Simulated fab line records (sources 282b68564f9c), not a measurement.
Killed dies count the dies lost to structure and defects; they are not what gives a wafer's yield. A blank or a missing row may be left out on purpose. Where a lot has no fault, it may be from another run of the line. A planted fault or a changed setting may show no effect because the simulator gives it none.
What tool caused it? + flow rit cmos + 18 wafers from 6 lots sampled at 2 of the route's 202 steps

## WHAT THE GAUGES SHOWED, per wafer
RIT_SILICIDE_RS_MEAS_02: the measuring method here is four-point-probe.
| lot  | measured    | on            | SILICIDE_TI_RS (ohm/sq) |
|------|-------------|---------------|-------------------------|
| L832 | day 3 08:32 | film metro-03 | 48.9 47.2 49.3          |
| L837 | day 4 08:11 | film metro-01 | 48.7 48.5 48.9          |
| L839 | day 4 18:56 | film metro-02 | 49.0 49.4 48.5          |
| L841 | day 5 04:11 | film metro-01 | 47.4 47.1 47.6          |
| L844 | day 5 19:56 | film metro-01 | 47.6 47.6 47.8          |
| L852 | day 7 11:38 | film metro-01 | 49.3 56.3 48.9          |

## WHAT TOOL EACH LOT RAN ON (gives the tool, then ch and the chambers of the sampled wafers, and finally the start)
| lot  | RIT_SILICIDE_SPUTTER_01     |
|------|-----------------------------|
| L832 | pvd sputter-02, day 3 08:20 |
| L837 | pvd sputter-01, day 4 08:01 |
| L839 | pvd sputter-01, day 4 18:46 |
| L841 | pvd sputter-01, day 5 04:02 |
| L844 | pvd sputter-03, day 5 19:46 |
| L852 | pvd sputter-03, day 7 11:29 |
- RIT_SILICIDE_SPUTTER_01: material Ti, target thk 30 nm, time 240 s.

## THE ANSWER, worked out from the rows above alone
Rule: the usual values come from the lots themselves. The widest of any qualifying gaps counts: lots, ordered by their means at a reading, are off when they make up no more than a third of the lots, leave a main group of 4 or more, and stand apart from it by 3 or more times the standard deviation of that group's means. A main group is skipped when, at the precision printed for the reading in the tables above, its means are all equal. Also off: a lot with no number at a reading for which 4 or more lots have one. Where the step has rows for the other lots, those lots are counted as sound.
Off: L852, at RIT_SILICIDE_RS_MEAS_02 (SILICIDE_TI_RS). Mean 48.2 ohm/sq and standard deviation 0.61 in the main group.
A tool fits if, at a process step before that reading, it ran every lot that is off, and no sound lot after the first of them. The gauges at RIT_SILICIDE_RS_MEAS_02 are tried like those tools. Can't be told from this: 2 tools fit, pvd sputter-03 at RIT_SILICIDE_SPUTTER_01, film metro-01 at RIT_SILICIDE_RS_MEAS_02.

## WHAT THE SIMULATOR PUT IN
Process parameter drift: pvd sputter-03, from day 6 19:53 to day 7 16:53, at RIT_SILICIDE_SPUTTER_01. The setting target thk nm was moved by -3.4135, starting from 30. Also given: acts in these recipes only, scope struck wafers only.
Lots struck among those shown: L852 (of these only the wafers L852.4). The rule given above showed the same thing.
